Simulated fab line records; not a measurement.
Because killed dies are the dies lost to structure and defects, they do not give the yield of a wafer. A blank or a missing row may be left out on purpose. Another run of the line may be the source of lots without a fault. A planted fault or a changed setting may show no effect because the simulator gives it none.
Which tool is to blame? + flow berkeley cmos170 + 14 lots, 42 wafers sampled, at 5 steps of a route of 331

WHAT THE GAUGES READ, wafer by wafer
UCB170_START_BOW_MEAS_00.
| lot  | measured    | on            | INCOMING_BOW (um) |
|------|-------------|---------------|-------------------|
| L769 | day 1 10:02 | film metro-01 | -7 6 -11          |
| L770 | day 1 15:02 | film metro-04 | 3 10 2            |
| L771 | day 1 20:01 | film metro-01 | -8 4 2            |
| L773 | day 2 06:00 | film metro-02 | -1 -4 -6          |
| L774 | day 2 11:02 | film metro-04 | 4 2 -9            |
| L775 | day 2 16:04 | film metro-01 | -8 -4 5           |
| L776 | day 2 21:00 | film metro-04 | 9 4 -4            |
| L782 | day 4 03:00 | film metro-02 | 8 -1 9            |
| L783 | day 4 08:01 | film metro-01 | 13 -9 1           |
| L784 | day 4 13:00 | film metro-02 | -7 -1 6           |
| L785 | day 4 18:00 | film metro-04 | -2 2 5            |
| L789 | day 5 14:00 | film metro-01 | 4 4 -2            |
| L790 | day 5 19:01 | film metro-04 | -2 5 -2           |
| L792 | day 6 05:00 | film metro-04 | 21 3 -9           |

UCB170_NWELL_THK_MEAS_02.
| lot  | measured    | on            | NWELL_OXIDE_THK (nm) |
|------|-------------|---------------|----------------------|
| L769 | day 1 22:07 | film metro-01 | 27.9 28.0 27.5       |
| L770 | day 2 05:08 | film metro-03 | 26.3 26.9 26.7       |
| L771 | day 2 11:14 | film metro-01 | 25.2 25.5 25.2       |
| L773 | day 2 18:18 | film metro-02 | 26.5 26.0 26.2       |
| L774 | day 3 00:05 | film metro-01 | 25.8 25.8 25.7       |
| L775 | day 3 05:17 | film metro-03 | 26.2 26.5 26.2       |
| L776 | day 3 11:36 | film metro-03 | 27.1 27.4 27.2       |
| L782 | day 4 21:00 | film metro-02 | 26.3 26.1 25.8       |
| L783 | day 4 21:01 | film metro-01 | 26.3 26.6 26.6       |
| L784 | day 5 06:36 | film metro-01 | 26.3 26.4 26.5       |
| L785 | day 5 09:50 | film metro-02 | 26.5 26.5 26.1       |
| L789 | day 6 03:33 | film metro-03 | 26.8 27.1 26.8       |
| L790 | day 6 07:46 | film metro-02 | 27.1 26.5 26.7       |
| L792 | day 6 17:24 | film metro-03 | 27.1 27.1 26.6       |

UCB170_NWELL_TW_MEAS_16.
| lot  | measured    | on            | NWELL_TW                      |
|------|-------------|---------------|-------------------------------|
| L769 | day 2 07:41 | film metro-02 | 1255 1252 1261                |
| L770 | day 2 13:13 | film metro-03 | 1257 1258 1256                |
| L771 | day 2 17:14 | film metro-03 | 1255 1251 1258                |
| L773 | day 3 03:20 | film metro-03 | 1265 1264 1253                |
| L774 | day 3 07:07 | film metro-03 | 1258 1253 1255                |
| L775 | day 3 13:16 | film metro-03 | 1259 1258 1260                |
| L776 | day 3 20:23 | film metro-02 | 1258 1254 1266                |
| L782 | day 5 06:44 | film metro-02 | 1258 1264 1264                |
| L783 | day 5 06:28 | film metro-03 | 1213 1212 1218 1205 1216 1210 |
| L784 | day 5 13:43 | film metro-03 | 1204 1212 1202 1208 1209 1207 |
| L785 | day 5 20:26 | film metro-03 | 1244 1238 1246                |
| L789 | day 6 10:08 | film metro-02 | 1266 1273 1269                |
| L790 | day 6 17:16 | film metro-03 | 1248 1242 1244                |
| L792 | day 7 01:58 | film metro-03 | 1248 1241 1243                |

WHAT TOOL EACH LOT RAN ON (gives the tool, then ch and the chambers of the sampled wafers, and finally the start)
| lot  | UCB170_NWELL_IMPLANT_14        | UCB170_NWELL_STRIP_15               |
|------|--------------------------------|-------------------------------------|
| L769 | implanter-04 ch 0, day 2 07:28 | plasma asher-02 ch 0,1, day 2 07:36 |
| L770 | implanter-04 ch 0, day 2 13:00 | plasma asher-02 ch 0,1, day 2 13:08 |
| L771 | implanter-01 ch 0, day 2 17:00 | plasma asher-02 ch 0, day 2 17:08   |
| L773 | implanter-03 ch 0, day 3 03:05 | plasma asher-02 ch 0,1, day 3 03:14 |
| L774 | implanter-01 ch 0, day 3 06:54 | plasma asher-02 ch 0,1, day 3 07:02 |
| L775 | implanter-01 ch 0, day 3 13:04 | plasma asher-02 ch 0,1, day 3 13:10 |
| L776 | implanter-03 ch 0, day 3 20:08 | plasma asher-03 ch 0,1, day 3 20:17 |
| L782 | implanter-04 ch 0, day 5 06:29 | plasma asher-01 ch 0,1, day 5 06:38 |
| L783 | implanter-03 ch 0, day 5 06:14 | plasma asher-03 ch 0,1, day 5 06:22 |
| L784 | implanter-03 ch 0, day 5 13:28 | plasma asher-02 ch 1, day 5 13:37   |
| L785 | implanter-01 ch 0, day 5 20:11 | plasma asher-01 ch 0,1, day 5 20:20 |
| L789 | implanter-04 ch 0, day 6 09:53 | plasma asher-02 ch 0,1, day 6 10:02 |
| L790 | implanter-01 ch 0, day 6 17:02 | plasma asher-02 ch 0,1, day 6 17:09 |
| L792 | implanter-01 ch 0, day 7 01:43 | plasma asher-03 ch 0,1, day 7 01:52 |
- UCB170_NWELL_IMPLANT_14
- UCB170_NWELL_STRIP_15: strips in O2.

WHAT THE TOOLS THEMSELVES READ (means of the sampled wafers that have a number; where no wafer has one, the mark that the record gives instead)
UCB170_NWELL_IMPLANT_14.
| lot  | tool         | dose ions cm2 | faraday current uA |
|------|--------------|---------------|--------------------|
| L769 | implanter-04 | 1.0002e+13    | 31.7               |
| L770 | implanter-04 | 1.0012e+13    | 31.7               |
| L771 | implanter-01 | 9.9953e+12    | 31.7               |
| L773 | implanter-03 | 9.9953e+12    | 31.9               |
| L774 | implanter-01 | 1.0011e+13    | 31.2               |
| L775 | implanter-01 | 9.9917e+12    | 31.6               |
| L776 | implanter-03 | 9.9947e+12    | 31.9               |
| L782 | implanter-04 | 1.0014e+13    | 31.6               |
| L783 | implanter-03 | 9.1980e+12    | 28.9               |
| L784 | implanter-03 | 9.1973e+12    | 29.9               |
| L785 | implanter-01 | 1.0005e+13    | 30.8               |
| L789 | implanter-04 | 9.9940e+12    | 31.3               |
| L790 | implanter-01 | 9.9953e+12    | 31.5               |
| L792 | implanter-01 | 1.0014e+13    | 31.8               |

UCB170_NWELL_STRIP_15.
| lot  | tool            | drypump motor current A (A) | oes product au (a.u.) | strip time to endpoint s (s) |
|------|-----------------|-----------------------------|-----------------------|------------------------------|
| L769 | plasma asher-02 | 5.2                         | 0.723                 | 18.10                        |
| L770 | plasma asher-02 | 5.2                         | 0.726                 | 17.91                        |
| L771 | plasma asher-02 | 5.4                         | 0.720                 | 18.02                        |
| L773 | plasma asher-02 | 5.0                         | 0.719                 | 17.93                        |
| L774 | plasma asher-02 | 5.0                         | 0.720                 | 17.97                        |
| L775 | plasma asher-02 | 5.2                         | 0.720                 | 17.94                        |
| L776 | plasma asher-03 | 5.7                         | 0.718                 | 17.97                        |
| L782 | plasma asher-01 | 6.1                         | 0.720                 | 17.94                        |
| L783 | plasma asher-03 | 5.7                         | 0.719                 | 18.03                        |
| L784 | plasma asher-02 | 4.8                         | 0.716                 | 18.01                        |
| L785 | plasma asher-01 | 6.1                         | 0.723                 | 18.00                        |
| L789 | plasma asher-02 | 5.0                         | 0.723                 | 18.18                        |
| L790 | plasma asher-02 | 5.2                         | 0.720                 | 17.96                        |
| L792 | plasma asher-03 | 5.7                         | 0.720                 | 17.95                        |

THE ANSWER, worked out from the rows above alone
Rule: usual is defined by the lots themselves. The widest of any qualifying gaps counts: lots, ordered by their means at a reading, are off when they make up no more than a third of the lots, leave a main group of 4 or more, and stand apart from it by 3 or more times the standard deviation of that group's means. The tables above print the reading to a certain number of digits; a main group whose means all agree to those digits is not used. A lot without any number at a reading at which 4 lots or more have one is off too. Where the step has rows for the other lots, those lots are counted as sound. After the gauges, taken in route order, come the tools' own readings; for these a lot's mean is taken, as printed above. The first step at which some lot is off is used, and at that step the reading that is off furthest; a lot without a number counts as furthest.
Off: at UCB170_NWELL_TW_MEAS_16 (NWELL_TW), L783, L784. Main group: mean 1255, sd 7.7.
A tool fits if, at a process step before that reading, it ran every lot that is off, and no sound lot after the first of them. The gauges at UCB170_NWELL_TW_MEAS_16 aren't tried: what is off there is off at UCB170_NWELL_IMPLANT_14 too, on other tools, and a gauge's error can't cause that. One candidate fits, namely implanter-03 at UCB170_NWELL_IMPLANT_14. Its last sound lot is L776 (day 3 20:08), its first lot that is off L783 (day 5 06:14): a fault that began between those two fits.
The tool's own readings at UCB170_NWELL_IMPLANT_14 bear it out: on the lots that are off they differ by more than 5 times the standard deviation of the sound lots' means. dose ions cm2 reads 9.1976e+12 there against 1.0002e+13 on the sound lots; faraday current uA reads 29.4 there against 31.6 on the sound lots.

WHAT THE SIMULATOR HAD PUT IN
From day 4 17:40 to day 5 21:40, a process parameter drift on implanter-03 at UCB170_NWELL_IMPLANT_14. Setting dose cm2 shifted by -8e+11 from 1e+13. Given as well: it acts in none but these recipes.
Lots struck among those shown: L783, L784. The rule above reached the same finding.
